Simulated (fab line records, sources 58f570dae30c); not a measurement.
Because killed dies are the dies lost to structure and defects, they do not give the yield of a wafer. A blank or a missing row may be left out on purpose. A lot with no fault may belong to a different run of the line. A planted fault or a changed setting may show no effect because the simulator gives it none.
fab line records | flow berkeley-cmos170
record lots=6 wafers=18 last-day=13
route steps=331 shown NWELL@16 M3@331
lots that met no fault: taken from a fault-free run of the same line
start-h: start of the lot's first displayed wafer, in hours after the record's first day | wait-h: time in hours since the lot's previous step | " repeats the value in the row above | L1.1+2: one row covering several wafers at once | - no value, or no start was given | * or withheld: withheld | < > ~ a bound
route shown NAME@n: NAME is a module with steps in the file, n the number in the route of the first one | usual: average and standard deviation across the fault-free wafers | same: alike in all rows | chamber/n: place in a boat | sites: each site's reading | _std_site: their standard deviation | _edge_site: mean of outer sites minus mean of inner sites | radius-mm: for every site, how far away it sits from the centre of the wafer | mask NAME#n: copy n | behind: the tool/chamber that last shaped the wafer | hold: why the lot went on hold/how many hours it stayed there/how the hold came to an end | device: which transistor (n, p or np) failed to switch | end of line: the tests these same wafers got at the end of their route | a step given without rows: its recipe and nothing more | killed: dies lost to structure and defects at the first sort, not the wafer's yield | map: a wafer's dies, x killed, . not, _ none there
set.NAME: setting as actually run; set.NAME@STEP: the setting as run at that earlier step | model.NAME: the simulator's own value behind a step, which no gauge read
lots at some steps of the route; a table a step, a row a wafer
services: when a tool's chamber went out of use (start-h, in hours from the record's first day, below 0 if earlier), for how many hours, and the reason
## steps
# step UCB170_NWELL_THK_MEAS_02
# recipe reads=SiO2_of_NWELL_OXIDATION_01
# usual NWELL_OXIDE_THK=26.3/0.59
# columns lot.wafer tool chamber start-h wait-h NWELL_OXIDE_THK[nm]
L616.1 film-metro-03 - 63.33 0.0 25.7
L616.3 " - " " 25.5
L616.6 " - " " 25.9
L618.2 film-metro-02 - 70.44 0.0 26.3
L618.3 " - " " 26.3
L618.6 " - " " 26.5
L620.1 film-metro-01 - 76.19 0.0 27.0
L620.3 " - " " 26.8
L620.6 " - " " 27.1
L624.1 film-metro-01 - 96.40 0.0 27.0
L624.5 " - " " 26.3
L624.6 " - " " 26.8
L625.1 film-metro-02 - 103.17 0.0 27.1
L625.2 " - " " 26.8
L625.4 " - " " 26.7
L629.2 film-metro-01 - 127.20 0.0 25.5
L629.5 " - " " 25.1
L629.6 " - " " 25.3
# step UCB170_NWELL_ANNEAL_03
# recipe temp-c=1000 time-s=900 ambient=N2
# step UCB170_NWELL_CVD_04
# recipe material=Si3N4 target-thk-nm=224 temp-c=800 precursor=SiH2Cl2/NH3 time-s=3360 pressure-mtorr=200 sih2cl2-flow-sccm=25 nh3-flow-sccm=75
# step UCB170_NWELL_THK_MEAS_05
# recipe reads=Si3N4_of_NWELL_CVD_04
# usual NWELL_NITRIDE_THK=222.7/2.1
# columns lot.wafer tool chamber start-h wait-h NWELL_NITRIDE_THK[nm]
L616.1 film-metro-02 - 73.05 0.0 225.2
L616.3 " - " " 222.4
L616.6 " - " " 226.4
L618.2 film-metro-01 - 77.22 0.0 221.5
L618.3 " - " " 222.9
L618.6 " - " " 223.4
L620.1 film-metro-01 - 85.18 0.1 221.1
L620.3 " - " " 221.8
L620.6 " - " " 218.9
L624.1 film-metro-01 - 101.25 0.0 223.7
L624.5 " - " " 223.3
L624.6 " - " " 222.4
L625.1 film-metro-02 - 110.60 0.1 224.6
L625.2 " - " " 225.6
L625.4 " - " " 224.8
L629.2 film-metro-01 - 135.72 0.0 222.5
L629.5 " - " " 224.5
L629.6 " - " " 222.8
# step UCB170_NWELL_HMDS_06
# recipe prime-time-s=60 prime-temp-c=100
# step UCB170_NWELL_COAT_07
# recipe resist=KrF spin-rpm=1500 resist-thk-nm=900
# step UCB170_NWELL_SOFTBAKE_08
# recipe resist=KrF temp-c=130 time-s=60
# step UCB170_NWELL_EXPOSE_09
# recipe mask-id=NWELL target-cd-nm=3000 na=0.5 sigma-outer=0.6 source-shape=conventional dose-mj=25
# step UCB170_NWELL_PEB_10
# recipe peb-temp-c=130 peb-time-s=withheld resist=KrF
# usual plate-sensor-t-centre-C=131.41/0.0096 plate-sensor-t-edge-C=131.53/0.011
# columns lot.wafer tool chamber start-h wait-h plate-sensor-t-centre-C plate-sensor-t-edge-C
L616.1 litho-track-03 0 73.96 0.1 131.42 131.51
L616.3 " 0 " " 131.41 131.54
L616.6 " 0 " " 131.41 131.52
L618.2 litho-track-03 0 77.86 0.1 131.4 131.54
L618.3 " 0 " " 131.42 131.53
L618.6 " 0 " " 131.41 131.52
L620.1 litho-track-04 0 86.74 0.4 131.41 131.54
L620.3 " 0 " " 131.4 131.51
L620.6 " 0 " " 131.42 131.54
L624.1 litho-track-04 0 103.03 0.8 131.4 131.53
L624.5 " 0 " " 131.41 131.52
L624.6 " 0 " " 131.4 131.54
L625.1 litho-track-03 0 112.16 0.6 131.4 131.53
L625.2 " 0 " " 131.4 131.53
L625.4 " 0 " " 131.42 131.51
L629.2 litho-track-01 0 136.65 0.1 131.41 131.52
L629.5 " 0 " " 131.42 131.53
L629.6 " 0 " " 131.41 131.52
# step UCB170_NWELL_DEVELOP_11
# recipe developer=TMAH develop-time-s=45 resist=KrF dev-temp-c=21
# step UCB170_NWELL_OVL_MEAS_12
# usual NWELL_OVL=-5/5.6
# columns lot.wafer tool chamber start-h wait-h NWELL_OVL[nm]
L616.1 overlay-01 - 74.23 - -9
L616.3 " - " " -10
L616.6 " - " " -7
L618.2 overlay-02 - 78.12 - -14
L618.3 " - " " -13
L618.6 " - " " -9
L620.1 overlay-01 - 87.01 - -5
L620.3 " - " " 0
L620.6 " - " " -1
L624.1 overlay-01 - 103.30 - -1
L624.5 " - " " -12
L624.6 " - " " -13
L625.1 overlay-01 - 112.44 - -6
L625.2 " - " " -8
L625.4 " - " " -3
L629.2 overlay-02 - 136.90 - 2
L629.5 " - " " 5
L629.6 " - " " -4
# step UCB170_NWELL_ETCH_13
# recipe chemistry=CH3F/Ar/O2 target=Si3N4 stop-on=SiO2 CH3F_flow_sccm=20 Ar_flow_sccm=50 O2_flow_sccm=7 pressure-mtorr=50 rf-w=450 target-depth-a=2464 over-etch-frac=0.1 time-s=154
# usual O2_flow_sccm=6.999/0.022 drypump-motor-current-A=5.9/0.33 oes-product-au=0.942/0.017 throttle-valve-pct=8.07/0.089
# columns lot.wafer tool chamber start-h wait-h O2_flow_sccm drypump-motor-current-A oes-product-au rf-hours-counter-h throttle-valve-pct
L616.1 rie-diel-02 3 74.27 0.0 7.018 5.5 0.952 12 8.12
L616.3 " 1 " " 6.997 5.9 0.967 6 8.12
L616.6 " 1 " " 7.000 5.9 0.967 - 8.13
L618.2 rie-diel-01 2 78.15 0.0 7.002 5.8 0.918 13 8.00
L618.3 " 0 " " 7.001 6.3 0.960 156 8.11
L618.6 " 1 " " 6.982 5.6 0.935 - 8.10
L620.1 rie-diel-02 3 87.05 0.0 6.999 5.5 0.942 13 8.11
L620.3 " 2 " " 6.978 5.5 0.960 17 7.94
L620.6 " 3 " " 7.019 5.5 0.937 - 8.13
L624.1 rie-diel-04 0 103.34 0.0 6.958 5.5 0.964 13 7.94
L624.5 " 3 " " 6.999 6.0 0.922 - 7.98
L624.6 " 2 " " 6.994 5.7 0.929 - 7.98
L625.1 rie-diel-01 2 112.47 0.0 7.011 5.8 0.925 15 8.03
L625.2 " 3 " " 6.989 6.3 0.958 138 8.24
L625.4 " 0 " " 6.961 6.3 0.967 157 8.11
L629.2 rie-diel-04 1 136.93 0.0 7.027 6.5 0.944 66 7.98
L629.5 " 0 " " 6.999 5.5 0.975 - 7.93
L629.6 " 1 " " 6.987 6.5 0.944 - 7.99
# step UCB170_NWELL_IMPLANT_14
# recipe species=P dose-cm2=1e+13 energy-kev=149.2 tilt-deg=7
# usual dose-ions-cm2=1.0002e+13/1.2e+10 end-station-pressure-torr=5.02e-06/2.7e-07 faraday-current-uA=31.7/0.66
# columns lot.wafer tool chamber start-h wait-h dose-ions-cm2 end-station-pressure-torr faraday-current-uA
L616.1 implanter-03 0 74.37 0.1 9.987e+12 5.44e-06 32.2
L616.3 " 0 " " 9.994e+12 5.37e-06 32.3
L616.6 " 0 " " 1.0018e+13 4.55e-06 31.7
L618.2 implanter-04 0 78.28 0.1 9.999e+12 4.9e-06 32.0
L618.3 " 0 " " 1.0009e+13 4.82e-06 32.2
L618.6 " 0 " " 1.0014e+13 4.82e-06 32.0
L620.1 implanter-03 0 87.15 0.1 1.0013e+13 5.51e-06 31.1
L620.3 " 0 " " 1.0023e+13 4.9e-06 31.7
L620.6 " 0 " " 9.997e+12 5.07e-06 32.1
L624.1 implanter-01 0 103.44 0.1 1e+13 4.82e-06 32.3
L624.5 " 0 " " 1.0008e+13 5.06e-06 31.3
L624.6 " 0 " " 1e+13 4.85e-06 32.4
L625.1 implanter-01 0 112.57 0.1 4.909e+12 4.34e-06 16.0
L625.2 " 0 " " 4.918e+12 5.12e-06 16.0
L625.4 " 0 " " 4.907e+12 5.15e-06 15.1
L629.2 implanter-01 0 137.06 0.1 4.88e+12 5.35e-06 15.6
L629.5 " 0 " " 4.914e+12 4.87e-06 15.4
L629.6 " 0 " " 4.892e+12 4.8e-06 15.3
# step UCB170_NWELL_STRIP_15
# recipe chemistry=O2 power-w=400 pressure-mtorr=3500 platen-temp-c=withheld o2-flow-sccm=400 overash-fraction=0.5
# usual drypump-motor-current-A=6.0/0.52 oes-product-au=0.721/0.0045 strip-time-to-endpoint-s=18.01/0.088
# same overash-fraction=0.5
# columns lot.wafer tool chamber start-h wait-h drypump-motor-current-A oes-product-au rf-hours-counter-h strip-time-to-endpoint-s
L616.1 plasma-asher-04 1 74.52 0.1 5.8 0.721 29 17.99
L616.3 " 0 " " 5.9 0.717 - 17.99
L616.6 " 1 " " 5.8 0.717 - 17.97
L618.2 plasma-asher-04 0 78.40 0.1 5.9 0.717 29 17.87
L618.3 " 1 " " 5.8 0.722 - 17.90
L618.6 " 0 " " 5.9 0.722 - 18.03
L620.1 plasma-asher-03 0 87.30 0.1 5.1 0.709 31 18.06
L620.3 " 0 " " 5.1 0.721 - 18.15
L620.6 " 0 " " 5.1 0.720 - 18.02
L624.1 plasma-asher-03 1 103.59 0.1 5.6 0.726 34 17.94
L624.5 " 1 " " 5.6 0.719 - 18.12
L624.6 " 0 " " 5.1 0.719 - 18.01
L625.1 plasma-asher-01 0 112.72 0.1 6.5 0.717 39 18.10
L625.2 " 1 " " 6.6 0.714 39 18.02
L625.4 " 1 " " 6.6 0.718 - 17.93
L629.2 plasma-asher-01 1 137.18 0.1 6.6 0.716 42 18.00
L629.5 " 1 " " 6.6 0.712 - 17.90
L629.6 " 0 " " 6.5 0.720 - 17.96
# step UCB170_NWELL_TW_MEAS_16
# usual NWELL_TW=1242/7
# columns lot.wafer tool chamber start-h wait-h NWELL_TW
L616.1 film-metro-02 - 74.62 0.1 1243
L616.3 " - " " 1241
L616.6 " - " " 1247
L618.2 film-metro-03 - 78.51 0.1 1242
L618.3 " - " " 1243
L618.6 " - " " 1238
L620.1 film-metro-02 - 87.40 0.1 1243
L620.3 " - " " 1239
L620.6 " - " " 1237
L624.1 film-metro-03 - 103.69 0.1 1243
L624.5 " - " " 1240
L624.6 " - " " 1253
L625.1 film-metro-01 - 112.82 0.1 983
L625.2 " - " " 982
L625.4 " - " " 980
L629.2 film-metro-01 - 137.29 0.1 978
L629.5 " - " " 980
L629.6 " - " " 981
# step UCB170_NWELL_CLEAN_17
# recipe chemistry=SPM temp-c=120 time-s=600
# step UCB170_M3_PROBE_99
# columns lot.wafer tool chamber start-h wait-h model.etest.nwell-pinched.rs-ohm-sq model.etest.nwell.rs-ohm-sq model.etest.nwell.line-ohm-um model.etest.nwell.width-nm model.etest.pmos_0p6.r-on-ohm-um model.etest.pmos_0p35.r-on-ohm-um model.etest.pmos-turned.drive-ua-um model.etest.pmos_0p35.drive-ua-um
L618.2 prober-02 - 252.68 0.1 1283 863 359.8 2376 8394 4630 298.9 286.9
L618.3 prober-02 - 252.73 0.2 1271 860.9 363.3 2371 8726 4759 293.4 278.8
L618.6 prober-02 - 252.88 0.2 1278 867.4 363.5 2362 8472 4660 298.2 284.9
L616.1 prober-01 - 253.64 0.1 1288 866.1 361.4 2365 8378 4567 305.7 290.8
L616.3 prober-01 - 253.74 0.2 1278 871.7 370.6 2382 8382 4588 300.6 286.5
L616.6 prober-01 - 253.89 0.2 1283 859.5 367 2360 8449 4672 298.5 284.8
L620.1 prober-01 - 260.85 0.1 1284 859.7 361.1 2367 8377 4650 303.7 288.8
L620.3 prober-01 - 260.95 0.2 1301 866.6 366.6 2373 8413 4613 303 292.9
L620.6 prober-01 - 261.10 0.2 1294 862.6 363.1 2379 8425 4623 305.5 291.3
L624.1 prober-02 - 274.86 0.1 1292 865.3 365.6 2368 8310 4576 304.1 292.5
L624.6 prober-02 - 275.11 0.2 1292 869.1 362.4 2364 8323 4638 305.8 289.2
L625.1 prober-01 - 285.48 0.1 2576 1566 784.6 1987 8456 4681 310.3 297.6
L625.2 prober-01 - 285.53 0.1 2663 1596 806.1 1997 8400 4580 315.9 302.1
L625.4 prober-01 - 285.63 0.2 2610 1585 794.4 1991 8482 4682 310.3 296.1
L629.2 prober-02 - 306.03 0.1 2583 1575 792.1 1988 8239 4505 323.3 308.3
L629.5 prober-02 - 306.18 0.2 2576 1570 790.7 1987 8215 4584 324.9 306.4
L629.6 prober-02 - 306.23 0.2 2562 1578 793.9 1999 8059 4462 327.2 314.9
# killed by level:class
L618.2 ACTIVE:area-etch=5 PFIELD:coat-microbubble-printed=2 M2:geometric-particle:open=1 V2:geometric-particle:short=1
L618.3 SILICIDE:geometric-particle:open=1 CONTACT:geometric-particle:short=1 V2:geometric-particle:open=1 ACTIVE:area-etch=1
L618.6 ACTIVE:area-etch=7 PFIELD:coat-microbubble-printed=1
L616.1 GATE:geometric-particle:short=2 SILICIDE:geometric-particle:open=1 V1:geometric-particle:short=1 V2:geometric-particle:short=1
L616.3 SACOX:geometric-particle:open=1 M2:geometric-particle:short=1
L616.6 WELLDRIVE:geometric-particle:short=1 GATE:geometric-particle:short=1 M1:geometric-particle:open=1 M2:geometric-particle:open=1
L620.1 GATE:geometric-particle:open=1
L620.3 GATE:geometric-particle:short=1 ACTIVE:area-etch=1
L620.6 FIELD:geometric-particle:short=1 SCREENOX:geometric-particle:short=1 SPACER:geometric-particle:short=1 SPACER:geometric-particle:open=1
L624.1 ACTIVE:area-etch=9 GATE:geometric-particle:short=1 GATE:geometric-particle:open=1 M1:geometric-particle:short=1
L624.6 SILICIDE:geometric-particle:open=2 GATE:geometric-particle:short=1 SPACER:geometric-particle:short=1
L629.2 SILICIDE:geometric-particle:open=1 V2:geometric-particle:short=1 M3:geometric-particle:short=1
L629.5 CONTACT:geometric-particle:open=1
L629.6 SPACER:geometric-particle:short=1 SILICIDE:geometric-particle:short=1 CONTACT:geometric-particle:open=1 V2:geometric-particle:short=1
## services
# columns tool chamber start-h hours kind
implanter-03 - 59.43 2.9 pm
rie-diel-04 - 64.67 14.6 pm
implanter-04 - 67.24 10.6 pm
plasma-asher-03 - 74.28 0.3 repair
rie-diel-04 3 80.35 3.4 repair
rie-diel-01 0 84.06 15.2 repair
rie-diel-02 - 96.03 0.6 repair
plasma-asher-01 - 103.52 2.8 pm
plasma-asher-04 - 108.75 9.0 pm
plasma-asher-04 0 108.75 9.0 vent-cycle
plasma-asher-04 1 108.75 9.0 vent-cycle
plasma-asher-04 0 117.75 - clean
plasma-asher-04 1 117.75 - clean
rie-diel-01 0 131.05 - clean
rie-diel-01 0 131.05 26.6 scheduled-down
rie-diel-01 0 131.05 26.6 vent-cycle
## key
first-sign step=UCB170_NWELL_IMPLANT_14 reading=dose-ions-cm2 direction=down sigmas=99+ usual=1.0002e+13 struck=4.903e+12
effect step=UCB170_NWELL_IMPLANT_14 reading=faraday-current-uA direction=down sigmas=25 usual=31.7 struck=15.6
effect step=UCB170_NWELL_TW_MEAS_16 reading=NWELL_TW direction=down sigmas=37 usual=1242 struck=980
model-effect step=UCB170_M3_PROBE_99 value=etest.nwell-pinched.rs-ohm-sq without=1292 struck=2595
met-at UCB170_NWELL_IMPLANT_14
struck-wafers L625.1,L625.2,L625.4,L629.2,L629.5,L629.6
sort-left-out L625.1,L625.2,L625.4
tester-left-out L625,L629
onset-between 103.44 112.57
fault kind=process-parameter-drift tool=implanter-01 chamber=- onset-h=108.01 steps=UCB170_NWELL_IMPLANT_14 channel=dose-cm2 offset=-5.1039e+12 shape=step end-h=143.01 acts-in=these-recipes-only stated=1e+13
# tester-left-out: of these lots the tester's yield and bins aren't shown, on N5 and GAA mostly nor the transistor test; their killed dies are dies lost to structure and defects alone, not to doping, threshold or leakage, so they don't give the yield
# sort-left-out: the simulated sort isn't trusted on such a fault, so these wafers' sort isn't shown, and their yield isn't known
